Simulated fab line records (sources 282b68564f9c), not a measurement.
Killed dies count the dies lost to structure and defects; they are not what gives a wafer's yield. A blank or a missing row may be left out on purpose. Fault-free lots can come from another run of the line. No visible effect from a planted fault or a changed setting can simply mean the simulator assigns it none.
Which of the tools did it? || flow rit cmos || 15 lots with 45 wafers sampled at 2 steps, on a route of 202 steps

## WHAT THE GAUGES READ, wafer by wafer
RIT_CONTACT_OVL_MEAS_09.
{"lot": "L696", "measured": "day 3 04:48", "on": "overlay-02", "CONTACT_OVL (nm)": "1.7 1.5 0.6"}
{"lot": "L697", "measured": "day 3 08:55", "on": "overlay-02", "CONTACT_OVL (nm)": "1.3 1.3 3.0"}
{"lot": "L700", "measured": "day 4 01:04", "on": "overlay-02", "CONTACT_OVL (nm)": "-0.1 1.6 1.6"}
{"lot": "L701", "measured": "day 4 05:25", "on": "overlay-02", "CONTACT_OVL (nm)": "1.1 -2.1 0.7"}
{"lot": "L702", "measured": "day 4 09:54", "on": "overlay-02", "CONTACT_OVL (nm)": "-0.1 -1.7 -0.4"}
{"lot": "L703", "measured": "day 4 14:16", "on": "overlay-01", "CONTACT_OVL (nm)": "0.0 1.0 0.4"}
{"lot": "L704", "measured": "day 4 21:28", "on": "overlay-02", "CONTACT_OVL (nm)": "-1.8 0.1 0.8"}
{"lot": "L705", "measured": "day 5 02:18", "on": "overlay-02", "CONTACT_OVL (nm)": "2.5 1.7 0.1"}
{"lot": "L706", "measured": "day 5 05:10", "on": "overlay-01", "CONTACT_OVL (nm)": "1.3 2.5 -0.3"}
{"lot": "L707", "measured": "day 5 10:38", "on": "overlay-02", "CONTACT_OVL (nm)": "-0.2 2.3 2.4"}
{"lot": "L708", "measured": "day 5 18:32", "on": "overlay-01", "CONTACT_OVL (nm)": "1.3 4.0 3.0"}
{"lot": "L715", "measured": "day 7 02:23", "on": "overlay-02", "CONTACT_OVL (nm)": "129.0 129.5 128.9 129.7 129.9 129.0"}
{"lot": "L716", "measured": "day 7 08:02", "on": "overlay-02", "CONTACT_OVL (nm)": "130.6 129.4 129.3 130.9 129.8 129.8"}
{"lot": "L717", "measured": "day 7 13:18", "on": "overlay-02", "CONTACT_OVL (nm)": "128.4 130.7 127.8 129.1 130.9 128.6"}
{"lot": "L719", "measured": "day 7 22:16", "on": "overlay-02", "CONTACT_OVL (nm)": "-1.3 -2.7 -1.3"}

## WHAT TOOL EACH LOT RAN ON (gives the tool, then ch and the chambers of the sampled wafers, and finally the start)
{"lot": "L696", "RIT_CONTACT_EXPOSE_05": "iline stepper-01 ch 0, day 3 04:11"}
{"lot": "L697", "RIT_CONTACT_EXPOSE_05": "iline stepper-01 ch 0, day 3 08:19"}
{"lot": "L700", "RIT_CONTACT_EXPOSE_05": "iline stepper-02 ch 0, day 4 00:26"}
{"lot": "L701", "RIT_CONTACT_EXPOSE_05": "iline stepper-02 ch 0, day 4 04:47"}
{"lot": "L702", "RIT_CONTACT_EXPOSE_05": "iline stepper-02 ch 0, day 4 09:17"}
{"lot": "L703", "RIT_CONTACT_EXPOSE_05": "iline stepper-02 ch 0, day 4 13:37"}
{"lot": "L704", "RIT_CONTACT_EXPOSE_05": "iline stepper-01 ch 0, day 4 20:50"}
{"lot": "L705", "RIT_CONTACT_EXPOSE_05": "iline stepper-01 ch 0, day 5 01:43"}
{"lot": "L706", "RIT_CONTACT_EXPOSE_05": "iline stepper-01 ch 0, day 5 04:32"}
{"lot": "L707", "RIT_CONTACT_EXPOSE_05": "iline stepper-01 ch 0, day 5 10:01"}
{"lot": "L708", "RIT_CONTACT_EXPOSE_05": "iline stepper-01 ch 0, day 5 17:55"}
{"lot": "L715", "RIT_CONTACT_EXPOSE_05": "iline stepper-02 ch 0, day 7 01:47"}
{"lot": "L716", "RIT_CONTACT_EXPOSE_05": "iline stepper-02 ch 0, day 7 07:25"}
{"lot": "L717", "RIT_CONTACT_EXPOSE_05": "iline stepper-02 ch 0, day 7 12:40"}
{"lot": "L719", "RIT_CONTACT_EXPOSE_05": "iline stepper-01 ch 0, day 7 21:39"}
- RIT_CONTACT_EXPOSE_05: exposes mask M11, target cd 1000 nm.

## AS READ BY THE TOOLS THEMSELVES (means over the sampled wafers that have a number; for cases with no such wafer, the mark the record gives instead)
The record holds no such reading with a usual standard deviation.

## THE ANSWER, worked out from the rows above alone
Rule: what is usual is taken from the lots themselves. Put in order of their means at a reading, lots are off if they are a third of the lots or fewer, leave a main group of 4 or more, and stand apart from it by a gap of 3 or more times the standard deviation of the main group's means; of several such gaps the widest counts. Not used: any main group whose means are identical at the precision the tables above print for the reading. A lot without any number at a reading at which 4 lots or more have one is off too. All remaining lots with rows at the step are treated as sound. Order of review: gauges by route order, followed by the tools' own readings, for which a lot's mean as printed above is used. The first step at which some lot is off is used, and at that step the reading that is off furthest; a lot without a number counts as furthest.
Off: L715, L716, L717, seen at RIT_CONTACT_OVL_MEAS_09 (CONTACT_OVL). The main group has a mean of 0.7 nm with a standard deviation of 1.2.
If a tool, at a process step before that reading, ran all the lots that are off and no sound lot after the first of them, it fits. The gauges at RIT_CONTACT_OVL_MEAS_09 are tried like those tools. One fits: iline stepper-02 at RIT_CONTACT_EXPOSE_05. Its last sound lot is L703 (day 4 13:37), its first lot that is off L715 (day 7 01:47): a fault that began between those two fits.

## WHAT THE SIMULATOR PUT IN
Scanner matching overlay: iline stepper-02, from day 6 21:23 on, at RIT_CONTACT_EXPOSE_05. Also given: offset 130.
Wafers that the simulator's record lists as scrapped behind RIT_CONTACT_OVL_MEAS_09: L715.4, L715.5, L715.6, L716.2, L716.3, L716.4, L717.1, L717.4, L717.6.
Struck lots among those shown: L715, L716, L717. The rule above found the same.
